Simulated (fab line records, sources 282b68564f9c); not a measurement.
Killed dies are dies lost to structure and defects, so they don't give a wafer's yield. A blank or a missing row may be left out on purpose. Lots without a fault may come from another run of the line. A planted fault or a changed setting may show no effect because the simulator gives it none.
A struck lot beside a sound one | flow rit_cmos | 39 steps out of a route of 202
Sound: wafers L323.1, L323.2, L323.3. Struck: wafers L325.3, L325.4, L325.6. The cause comes at the end.
At each step with rows: each side's tool, then ch and its chambers, then its first start. Under that, the readings that differ: sound wafers | struck wafers | difference of the means | sigmas: that difference in standard deviations of wafers without a fault.
alike: readings whose means differ by less than 2 such deviations, and words and numbers that are the same on both sides. not compared: withheld readings, readings that some wafer has no value for, bounds like >300 that may hide the same value, and numbers for which the record gives no deviation and whose values overlap.
The two part at a step that has a row with sigmas, a row that says differs or no value, or rows on one side only. Numbers that don't overlap but have no deviation are shown without sigmas and don't part them. A reading that every wafer of one side lacks parts them only if that side has two wafers or more.

first, 3 steps without rows for these wafers: RIT_GATE_EXPOSE_13 (exposes mask M6, target cd 150 nm); RIT_GATE_PEB_14; RIT_GATE_DEVELOP_15 (develop time 50 s).
RIT_GATE_CD_MEAS_16: target cd 150 nm.
  sound on cd_sem-02, day 3 04:00; struck on cd_sem-02, day 3 13:49
  reading    | sound             | struck            | difference | sigmas
  cd_nm (nm) | 144.7 145.5 148.5 | 151.1 152.0 150.5 | +5.0       | +2
RIT_GATE_OVL_MEAS_17:
  sound on overlay-01, day 3 04:07; struck on overlay-01, day 3 13:55
  alike: GATE_OVL
then, 1 step without rows for these wafers: RIT_GATE_HARDBAKE_18 (time 60 s).
RIT_GATE_ETCH_19: etches poly-Si in SF6/CHF3/O2, stops on SiO2, time 165 s, target depth 312.5 nm.
  sound on rie_si-02 ch 1,2,3, day 3 04:19; struck on rie_si-02 ch 0,1, day 3 14:05
  alike: drypump_motor_current_A, oes_product_au, throttle_valve_pct
  not compared: rf_hours_counter_h
RIT_GATE_STRIP_20: strips in O2, time 180 s.
  sound on plasma_asher-04 ch 0,1, day 3 04:25; struck on plasma_asher-01 ch 0,1, day 3 14:16
  alike: drypump_motor_current_A
  not compared: rf_hours_counter_h
RIT_GATE_CD_MEAS_90: target cd 150 nm.
  sound on cd_sem-02, day 3 04:35; struck on cd_sem-02, day 3 14:25
  reading    | sound             | struck            | difference | sigmas
  cd_nm (nm) | 144.7 145.7 148.1 | 151.3 151.6 150.3 | +4.9       | +2
then, 3 steps without rows for these wafers: RIT_REOX_CLEAN_00 (cleans in SC1, time 600 s); RIT_REOX_CLEAN_01 (cleans in dHF, time 30 s); RIT_REOX_CLEAN_02 (cleans in SC2, time 600 s).
RIT_REOX_OXIDATION_03: target thk 25.2 nm, ox time 5804 s.
  sound on furnace-04 ch 0, day 3 08:53; struck on furnace-01 ch 0, day 3 22:53
  alike: ox_temp_c, spike_tc_load_C
RIT_REOX_THK_MEAS_04:
  sound on film_metro-03, day 3 11:26; struck on film_metro-02, day 4 01:44
  reading             | sound          | struck         | difference | sigmas
  REOX_OXIDE_THK (nm) | 26.1 26.1 26.4 | 41.7 42.7 41.8 | +15.9      | +38
then, 6 steps without rows for these wafers: RIT_NLDD_HMDS_00 (prime time 60 s); RIT_NLDD_COAT_01 (resist thk 1000 nm); RIT_NLDD_SOFTBAKE_02 (time 60 s); RIT_NLDD_EXPOSE_03 (exposes mask M7, target cd 40700 nm); RIT_NLDD_PEB_04; RIT_NLDD_DEVELOP_05 (develop time 50 s).
RIT_NLDD_OVL_MEAS_06:
  sound on overlay-01, day 3 12:29; struck on overlay-01, day 4 08:31
  alike: NLDD_OVL
then, 2 steps without rows for these wafers: RIT_NLDD_HARDBAKE_07 (time 60 s); RIT_NLDD_IMPLANT_08.
RIT_NLDD_STRIP_09: strips in O2, time 180 s.
  sound on plasma_asher-04 ch 0,1, day 3 12:49; struck on plasma_asher-04 ch 0,1, day 4 08:58
  alike: drypump_motor_current_A
  not compared: rf_hours_counter_h
RIT_NLDD_TW_MEAS_10:
  sound on film_metro-03, day 3 12:59; struck on film_metro-03, day 4 09:10
  alike: NLDD_TW
then, 6 steps without rows for these wafers: RIT_PLDD_HMDS_00 (prime time 60 s); RIT_PLDD_COAT_01 (resist thk 1012 nm); RIT_PLDD_SOFTBAKE_02 (time 60 s); RIT_PLDD_EXPOSE_03 (exposes mask M8, target cd 40900 nm); RIT_PLDD_PEB_04; RIT_PLDD_DEVELOP_05 (develop time 50 s).
RIT_PLDD_OVL_MEAS_06:
  sound on overlay-01, day 3 14:02; struck on overlay-01, day 4 10:35
  alike: PLDD_OVL
then, 2 steps without rows for these wafers: RIT_PLDD_HARDBAKE_07 (time 60 s); RIT_PLDD_IMPLANT_08.
RIT_PLDD_STRIP_09: strips in O2, time 180 s.
  sound on plasma_asher-04 ch 0,1, day 3 14:23; struck on plasma_asher-01 ch 0,1, day 4 10:58
  alike: drypump_motor_current_A
  not compared: rf_hours_counter_h
RIT_PLDD_TW_MEAS_10:
  sound on film_metro-04, day 3 14:34; struck on film_metro-03, day 4 11:06
  alike: PLDD_TW
RIT_SPACER_CLEAN_00: cleans in SC1, time 600 s.
  sound on wet_bench-01 ch 1, day 3 14:37; struck on wet_bench-04 ch 1, day 4 11:08
  reading                                     | sound             | struck            | difference | sigmas
  model.SiO2_of_REOX_OXIDATION_03.thk_nm (nm) | 24.07 24.12 24.39 | 38.52 39.44 38.56 | +14.65     |
  alike: bath_heat_duty_pct
then, 1 step without rows for these wafers: RIT_SPACER_CLEAN_01 (cleans in dHF, time 30 s).
RIT_M1_PROBE_99:
  sound on prober-02, day 4 04:24; struck on prober-02, day 5 00:49
  alike: killed_at_front_end, killed_dies, killed_open, killed_short

WHERE THEY PART
First at RIT_GATE_CD_MEAS_16; last, within this record, at RIT_REOX_THK_MEAS_04. Later steps at which nothing parts them and some readings are alike: RIT_NLDD_OVL_MEAS_06, RIT_NLDD_STRIP_09, RIT_NLDD_TW_MEAS_10, RIT_PLDD_OVL_MEAS_06, RIT_PLDD_STRIP_09, RIT_PLDD_TW_MEAS_10, RIT_SPACER_CLEAN_00, RIT_M1_PROBE_99.

WHY: what the simulator had put in
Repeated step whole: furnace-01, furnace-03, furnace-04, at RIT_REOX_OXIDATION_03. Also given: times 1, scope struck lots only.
